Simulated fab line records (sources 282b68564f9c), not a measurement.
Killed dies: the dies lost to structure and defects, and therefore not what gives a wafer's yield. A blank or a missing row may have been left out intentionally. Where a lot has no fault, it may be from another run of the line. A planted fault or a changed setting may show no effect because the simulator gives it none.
fab line records	flow rit_cmos
record lots=6	wafers=18	last_day=7
route steps=202 shown NWELL@35 PWELL@39 WELLDRIVE@50 NRETRO@53 M1@202
lots that met no fault: from a run of the same line without faults
start_h: start of the lot's first displayed wafer, in hours after the record's first day	wait_h: hours elapsed since this lot's preceding step	" unchanged from the row above	L1.1+2: several wafers, shown together as one row	- no value, or no start was given	* or withheld: withheld	< > ~ a bound
route shown NAME@n: names a module that has steps shown in the file, with the first one's number in the route	usual: mean/standard deviation taken from wafers without a fault	same: alike in all rows	chamber/n: place in a boat	sites: the reading at each site	_std_site: standard deviation across them	_edge_site: outer sites' mean less inner sites'	radius_mm: how far each site lies from the wafer's centre	mask NAME#n: copy n	behind: tool/chamber where the wafer was last shaped	hold: reason for holding the lot/hours on hold/outcome of the hold	device: the transistor (n, p or np) that didn't switch	end of line: tests run on the same wafers once the route is complete	a step with no rows: only its recipe	killed: the dies lost at the first sort to structure and to defects; this is not the yield of the wafer	map: per-die view of a wafer (x killed, . not killed, _ where there is no die)
set.NAME: the setting that was run; set.NAME@STEP: the one run at that earlier step	model.NAME: the simulator's own value behind a step, which no gauge read
a table for each step, a row for each wafer; lots at some steps of the route
services: the hour from which a tool's chamber was out of use, counted from the record's first day as start_h (under 0 if before that day), plus the number of hours and why
## steps
# step RIT_NWELL_HARDBAKE_07
# recipe resist=NOVOLAK	temp_c=140	time_s=120
# step RIT_NWELL_IMPLANT_08
# recipe species=P	energy_kev=170	dose_cm2=5e+13	tilt_deg=7
# step RIT_NWELL_STRIP_09
# recipe chemistry=O2	time_s=180	resist=NOVOLAK	platen_temp_c=withheld	power_w=500	pressure_mtorr=4000	o2_flow_sccm=4000
# usual drypump_motor_current_A=5.5/0.52
lot.wafer	tool	chamber	start_h	wait_h	drypump_motor_current_A	rf_hours_counter_h
L900.3	plasma_asher-04	0	26.54	0.1	5.2	-
L900.4	"	1	"	"	5.5	-
L900.6	"	0	"	"	5.2	-
L901.1	plasma_asher-01	1	30.84	0.1	4.7	39
L901.2	"	0	"	"	6.2	39
L901.5	"	1	"	"	4.8	-
L914.1	plasma_asher-03	0	97.22	0.1	5.8	45
L914.4	"	1	"	"	5.7	-
L914.6	"	0	"	"	5.7	-
L915.1	plasma_asher-01	0	100.84	0.1	6.2	47
L915.4	"	1	"	"	4.8	-
L915.5	"	0	"	"	6.2	-
L918.3	plasma_asher-04	1	115.62	0.1	5.6	-
L918.5	"	1	"	"	5.6	-
L918.6	"	0	"	"	5.2	-
L920.3	plasma_asher-01	0	125.80	0.1	6.2	-
L920.4	"	1	"	"	4.8	-
L920.6	"	1	"	"	4.8	-
# step RIT_NWELL_TW_MEAS_10
# usual NWELL_TW=2129/19
lot.wafer	tool	chamber	start_h	wait_h	NWELL_TW
L900.3	film_metro-02	-	26.67	0.1	2157
L900.4	"	-	"	"	2161
L900.6	"	-	"	"	2149
L901.1	film_metro-04	-	31.01	0.1	2124
L901.2	"	-	"	"	2120
L901.5	"	-	"	"	2132
L914.1	film_metro-04	-	97.40	0.1	2126
L914.4	"	-	"	"	2134
L914.6	"	-	"	"	2138
L915.1	film_metro-01	-	101.02	0.1	2121
L915.4	"	-	"	"	2121
L915.5	"	-	"	"	2111
L918.3	film_metro-04	-	115.76	0.1	2118
L918.5	"	-	"	"	2129
L918.6	"	-	"	"	2121
L920.3	film_metro-01	-	125.94	0.1	2106
L920.4	"	-	"	"	2105
L920.6	"	-	"	"	2117
# step RIT_PWELL_HMDS_00
# recipe prime_time_s=60	prime_temp_c=140
# step RIT_PWELL_COAT_01
# recipe resist=NOVOLAK	spin_rpm=2000	resist_thk_nm=1300
# step RIT_PWELL_SOFTBAKE_02
# recipe resist=NOVOLAK	temp_c=90	time_s=60
# step RIT_PWELL_EXPOSE_03
# recipe mask_id=M3	na=0.57	target_cd_nm=43700	dose_mj=250
# step RIT_PWELL_PEB_04
# recipe resist=NOVOLAK	temp_c=withheld	time_s=withheld
# step RIT_PWELL_DEVELOP_05
# recipe resist=NOVOLAK	develop_time_s=68	dev_temp_c=23
# step RIT_PWELL_OVL_MEAS_06
# usual PWELL_OVL=-0.6/1.4
lot.wafer	tool	chamber	start_h	wait_h	PWELL_OVL[nm]
L900.3	overlay-01	-	27.61	-	-0.6
L900.4	"	-	"	"	-0.1
L900.6	"	-	"	"	-0.9
L901.1	overlay-01	-	32.28	-	0.6
L901.2	"	-	"	"	-1.5
L901.5	"	-	"	"	0.0
L914.1	overlay-02	-	98.46	-	0.2
L914.4	"	-	"	"	-0.3
L914.6	"	-	"	"	-2.3
L915.1	overlay-02	-	102.01	-	-1.6
L915.4	"	-	"	"	-1.6
L915.5	"	-	"	"	-2.5
L918.3	overlay-02	-	116.83	-	1.6
L918.5	"	-	"	"	0.0
L918.6	"	-	"	"	-1.7
L920.3	overlay-02	-	127.00	-	-2.5
L920.4	"	-	"	"	-1.4
L920.6	"	-	"	"	-1.4
# step RIT_PWELL_HARDBAKE_07
# recipe resist=NOVOLAK	temp_c=140	time_s=120
# step RIT_PWELL_IMPLANT_08
# recipe species=B	energy_kev=170	dose_cm2=7e+13	tilt_deg=7
# usual dose_ions_cm2=7e+13/7.9e+10	faraday_current_uA=222/4.5
lot.wafer	tool	chamber	start_h	wait_h	dose_ions_cm2	faraday_current_uA
L900.3	implanter-02	0	27.93	0.2	6.993e+13	231
L900.4	"	0	"	"	7.006e+13	219
L900.6	"	0	"	"	6.993e+13	231
L901.1	implanter-03	0	32.57	0.2	7.006e+13	216
L901.2	"	0	"	"	6.99e+13	222
L901.5	"	0	"	"	6.996e+13	216
L914.1	implanter-03	0	98.75	0.2	5.536e+13	171
L914.4	"	0	"	"	5.511e+13	174
L914.6	"	0	"	"	5.529e+13	176
L915.1	implanter-03	0	102.30	0.2	5.525e+13	179
L915.4	"	0	"	"	5.541e+13	174
L915.5	"	0	"	"	5.536e+13	178
L918.3	implanter-04	0	117.16	0.2	7.001e+13	211
L918.5	"	0	"	"	7.01e+13	223
L918.6	"	0	"	"	7.002e+13	228
L920.3	implanter-02	0	127.32	0.2	6.989e+13	222
L920.4	"	0	"	"	6.995e+13	229
L920.6	"	0	"	"	6.993e+13	223
# step RIT_PWELL_STRIP_09
# recipe chemistry=O2	time_s=180	resist=NOVOLAK	platen_temp_c=withheld	power_w=484.6	pressure_mtorr=4000	o2_flow_sccm=4000
# usual drypump_motor_current_A=5.5/0.39
lot.wafer	tool	chamber	start_h	wait_h	drypump_motor_current_A	rf_hours_counter_h
L900.3	plasma_asher-04	1	28.09	0.1	5.5	-
L900.4	"	0	"	"	5.2	-
L900.6	"	1	"	"	5.5	-
L901.1	plasma_asher-01	0	32.72	0.1	6.2	40
L901.2	"	1	"	"	4.8	40
L901.5	"	0	"	"	6.2	-
L914.1	plasma_asher-02	0	98.90	0.1	5.8	44
L914.4	"	1	"	"	5.4	-
L914.6	"	1	"	"	5.4	-
L915.1	plasma_asher-02	1	102.45	0.1	5.4	45
L915.4	"	1	"	"	5.4	-
L915.5	"	0	"	"	5.7	-
L918.3	plasma_asher-04	1	117.42	0.2	5.6	-
L918.5	"	1	"	"	5.6	-
L918.6	"	0	"	"	5.2	-
L920.3	plasma_asher-02	0	127.48	0.1	5.7	-
L920.4	"	1	"	"	5.4	-
L920.6	"	1	"	"	5.4	-
# step RIT_PWELL_TW_MEAS_10
# usual PWELL_TW=949/8.2
lot.wafer	tool	chamber	start_h	wait_h	PWELL_TW
L900.3	film_metro-01	-	28.22	0.1	938
L900.4	"	-	"	"	940
L900.6	"	-	"	"	930
L901.1	film_metro-02	-	32.89	0.1	963
L901.2	"	-	"	"	959
L901.5	"	-	"	"	965
L914.1	film_metro-02	-	99.07	0.1	891
L914.4	"	-	"	"	889
L914.6	"	-	"	"	886
L915.1	film_metro-02	-	102.63	0.1	890
L915.4	"	-	"	"	889
L915.5	"	-	"	"	884
L918.3	film_metro-02	-	117.56	0.1	953
L918.5	"	-	"	"	954
L918.6	"	-	"	"	953
L920.3	film_metro-02	-	127.62	0.1	964
L920.4	"	-	"	"	954
L920.6	"	-	"	"	958
# step RIT_WELLDRIVE_ANNEAL_00
# recipe temp_c=1100	time_s=14700	ambient=N2
# step RIT_WELLDRIVE_RS_MEAS_01
# recipe thk_meas_gauge=four-point-probe
# usual NWELL_RS=275.6/0.7
lot.wafer	tool	chamber	start_h	wait_h	NWELL_RS[ohm/sq]
L900.3	film_metro-02	-	33.57	0.0	276.6
L900.4	"	-	"	"	276.3
L900.6	"	-	"	"	277.2
L901.1	film_metro-04	-	38.03	0.0	275.4
L901.2	"	-	"	"	276.8
L901.5	"	-	"	"	276.2
L914.1	film_metro-04	-	104.21	0.0	275.0
L914.4	"	-	"	"	274.9
L914.6	"	-	"	"	274.8
L915.1	film_metro-01	-	107.77	0.0	276.4
L915.4	"	-	"	"	276.7
L915.5	"	-	"	"	276.4
L918.3	film_metro-04	-	122.92	0.0	275.9
L918.5	"	-	"	"	274.9
L918.6	"	-	"	"	274.8
L920.3	film_metro-04	-	133.22	0.0	276.1
L920.4	"	-	"	"	276.1
L920.6	"	-	"	"	275.9
# step RIT_WELLDRIVE_RS_MEAS_02
# recipe thk_meas_gauge=four-point-probe
# usual PWELL_RS=429.3/1.2
lot.wafer	tool	chamber	start_h	wait_h	PWELL_RS[ohm/sq]
L900.3	film_metro-02	-	33.69	0.1	430.6
L900.4	"	-	"	"	431.7
L900.6	"	-	"	"	431.3
L901.1	film_metro-04	-	38.15	0.1	428.2
L901.2	"	-	"	"	429.0
L901.5	"	-	"	"	429.1
L914.1	film_metro-04	-	104.33	0.1	499.2
L914.4	"	-	"	"	499.4
L914.6	"	-	"	"	498.0
L915.1	film_metro-01	-	107.89	0.1	497.1
L915.4	"	-	"	"	499.4
L915.5	"	-	"	"	499.2
L918.3	film_metro-04	-	123.04	0.1	431.3
L918.5	"	-	"	"	430.7
L918.6	"	-	"	"	430.5
L920.3	film_metro-04	-	133.34	0.1	429.3
L920.4	"	-	"	"	429.5
L920.6	"	-	"	"	430.8
# step RIT_NRETRO_HMDS_00
# recipe prime_time_s=60	prime_temp_c=140
# step RIT_M1_PROBE_99
# usual killed_at_front_end=6.9/3	killed_dies=6.9/3	killed_open=3.5/2	killed_short=3.4/2.1
# same gross_dies=264	killed_at_M0_to_M3=0	killed_at_M4_up=0	killed_at_back_side=0	killed_at_contacts=0	killed_at_other=0
lot.wafer	tool	chamber	start_h	wait_h	killed_at_front_end	killed_dies	killed_open	killed_short	model.etest.nmos_0p3.r_on_ohm_um	model.etest.pwell_pinched.rs_ohm_sq	model.etest.pwell.rs_ohm_sq	model.etest.nmos_turned.drive_ua_um	model.etest.nmos_0p15.drive_ua_um	model.etest.nmos_narrow.drive_ua_um	model.etest.nmos_0p3.drive_ua_um	model.etest.well_edge_left.line_ohm_um
L900.3	prober-02	-	66.58	0.2	7	7	5	2	2156	460.3	411.6	339.5	472.1	215.6	219.1	183.4
L900.4	prober-02	-	66.63	0.2	11	11	7	2	2177	461.7	408.8	336	462.6	214.9	219.3	184.8
L900.6	prober-02	-	66.73	0.2	9	9	4	4	2166	459	412.3	342.8	473.4	220.6	221.1	183.8
L901.1	prober-01	-	69.63	0.1	4	4	2	2	2206	453.4	405.7	316.8	438.2	220.4	214.4	181.1
L901.2	prober-01	-	69.68	0.1	3	3	1	2	2218	452.5	410.9	324.5	448	220.9	213.7	186.6
L901.5	prober-01	-	69.83	0.2	5	5	3	2	2214	448.1	406.4	309.6	440.4	212.4	210.5	184.7
L914.1	prober-02	-	132.49	0.1	3	3	0	3	1973	530.5	467.9	389.1	539.2	271.8	261.4	174.3
L914.4	prober-02	-	132.64	0.2	6	6	2	4	1959	531.4	475.5	399.2	553.6	271.4	263.8	176.2
L914.6	prober-02	-	132.74	0.2	6	6	5	1	1984	532.9	473.7	391.3	537.3	269.3	259.7	173.7
L915.1	prober-01	-	136.20	0.1	7	7	3	4	1988	521.2	472.6	372.6	531.8	262	257.6	175.1
L915.4	prober-01	-	136.35	0.2	7	7	5	2	1941	520.7	471.6	382	549	272.6	261.6	177.1
L915.5	prober-01	-	136.40	0.2	6	6	2	4	1986	530.3	474.7	366.9	531.8	264.2	255.7	174.7
L918.3	prober-02	-	151.40	0.2	8	8	5	3	2140	456.6	415.8	331.1	476.9	227.4	224	180.3
L918.5	prober-02	-	151.50	0.2	8	8	7	1	2156	456.5	415.1	334.1	466.9	224.4	223.2	184.3
L918.6	prober-02	-	151.55	0.2	8	8	5	3	2146	456.9	416.5	339.9	478.2	229.7	225.3	179.6
L920.3	prober-02	-	162.94	0.2	11	11	8	3	2150	456.2	407.7	340	487.9	224.9	221.6	180
L920.4	prober-02	-	162.99	0.2	7	7	4	3	2172	459	407.6	333.8	478.4	225.4	220.8	183.7
L920.6	prober-02	-	163.09	0.2	8	8	3	5	2170	455.9	408	335.2	481.6	226.5	222.5	184.6
# killed by level:class
L900.3 GATE:geometric_particle:open=2 FOX1:geometric_particle:open=1 FOX1:geometric_particle:short=1 GATE:geometric_particle:short=1 REOX:geometric_particle:open=1 SPACER:geometric_particle:open=1
L900.4 SPACER:geometric_particle:open=3 FOX2:geometric_particle:open=2 NWELL:coat_microbubble_printed=2 GATE:geometric_particle:open=1 GATE:geometric_particle:short=1 SPACER:geometric_particle:short=1 SILICIDE:geometric_particle:open=1
L900.6 GATE:geometric_particle:open=2 GATE:geometric_particle:short=2 REOX:geometric_particle:short=2 FOX2:geometric_particle:open=1 SILICIDE:geometric_particle:open=1 NWELL:coat_microbubble_printed=1
L901.1 GATE:geometric_particle:open=1 GATE:geometric_particle:short=1 REOX:geometric_particle:open=1 SILICIDE:geometric_particle:short=1
L901.2 FOX2:geometric_particle:short=1 REOX:geometric_particle:short=1 SPACER:geometric_particle:open=1
L901.5 ACTIVE:geometric_particle:open=1 FOX1:geometric_particle:short=1 GATE:geometric_particle:short=1 GATE:geometric_particle:open=1 SILICIDE:geometric_particle:open=1
L914.1 FOX2:geometric_particle:short=1 REOX:geometric_particle:short=1 SPACER:geometric_particle:short=1
L914.4 REOX:geometric_particle:short=2 FOX1:geometric_particle:short=1 GATE:geometric_particle:short=1 GATE:geometric_particle:open=1 REOX:geometric_particle:open=1
L914.6 SILICIDE:geometric_particle:open=3 FOX2:geometric_particle:open=1 GATE:geometric_particle:open=1 REOX:geometric_particle:short=1
L915.1 SPACER:geometric_particle:short=2 GATE:geometric_particle:short=1 GATE:geometric_particle:open=1 SPACER:geometric_particle:open=1 SILICIDE:geometric_particle:short=1 SILICIDE:geometric_particle:open=1
L915.4 GATE:geometric_particle:open=4 FOX1:geometric_particle:short=1 REOX:geometric_particle:short=1 SILICIDE:geometric_particle:open=1
L915.5 GATE:geometric_particle:short=2 SPACER:geometric_particle:open=2 SILICIDE:geometric_particle:short=2
L918.3 REOX:geometric_particle:open=2 REOX:geometric_particle:short=2 FOX1:geometric_particle:open=1 GATE:geometric_particle:open=1 GATE:geometric_particle:short=1 SPACER:geometric_particle:open=1
L918.5 FOX1:geometric_particle:open=3 GATE:geometric_particle:open=2 GATE:geometric_particle:short=1 REOX:geometric_particle:open=1 SPACER:geometric_particle:open=1
L918.6 GATE:geometric_particle:short=2 REOX:geometric_particle:open=2 FOX2:geometric_particle:open=1 GATE:geometric_particle:open=1 REOX:geometric_particle:short=1 SPACER:geometric_particle:open=1
L920.3 GATE:geometric_particle:open=4 FOX1:geometric_particle:open=2 REOX:geometric_particle:short=2 GATE:geometric_particle:short=1 SPACER:geometric_particle:open=1 SILICIDE:geometric_particle:open=1
L920.4 FOX1:geometric_particle:open=1 FOX2:geometric_particle:short=1 FOX2:geometric_particle:open=1 GATE:geometric_particle:open=1 GATE:geometric_particle:short=1 REOX:geometric_particle:open=1 SPACER:geometric_particle:short=1
L920.6 GATE:geometric_particle:open=2 GATE:geometric_particle:short=2 SPACER:geometric_particle:short=2 REOX:geometric_particle:open=1 REOX:geometric_particle:short=1
## services
tool	chamber	start_h	hours	kind
implanter-03	-	14.80	3.5	pm
implanter-03	-	27.59	1.2	repair
plasma_asher-03	-	61.16	2.7	repair
implanter-03	-	64.28	3.0	repair
plasma_asher-02	-	70.02	8.1	repair
plasma_asher-01	-	74.99	3.2	repair
implanter-03	-	81.27	1.4	pm
plasma_asher-01	-	90.39	5.1	repair
plasma_asher-02	-	108.75	9.0	pm
plasma_asher-02	0	108.75	9.0	vent_cycle
plasma_asher-02	1	108.75	9.0	vent_cycle
plasma_asher-01	-	115.79	4.3	repair
plasma_asher-02	0	117.75	-	clean
plasma_asher-02	1	117.75	-	clean
## key
first_sign step=RIT_PWELL_IMPLANT_08	reading=dose_ions_cm2	direction=down	sigmas=99+	usual=7e+13	struck=5.53e+13
effect step=RIT_PWELL_IMPLANT_08	reading=faraday_current_uA	direction=down	sigmas=10	usual=222	struck=175
effect step=RIT_PWELL_TW_MEAS_10	reading=PWELL_TW	direction=down	sigmas=7.3	usual=949	struck=888
effect step=RIT_WELLDRIVE_RS_MEAS_02	reading=PWELL_RS	direction=up	sigmas=59	usual=429.3	struck=498.7
model_effect step=RIT_M1_PROBE_99	value=etest.nmos_0p3.r_on_ohm_um	without=2107	struck=1972
met_at RIT_PWELL_IMPLANT_08
struck_wafers L914.1,L914.4,L914.6,L915.1,L915.4,L915.5
tester_left_out L914,L915
onset_between 32.57 98.75
fault kind=process_parameter_drift	tool=implanter-03	chamber=-	onset_h=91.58	steps=RIT_PWELL_IMPLANT_08	channel=dose_cm2	offset=-1.47e+13	shape=step	end_h=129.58	acts_in=these_recipes_only	stated=7e+13
# tester_left_out: of these lots the tester's yield and bins aren't shown, on N5 and GAA mostly nor the transistor test; their killed dies are dies lost to structure and defects alone, not to doping, threshold or leakage, so they don't give the yield
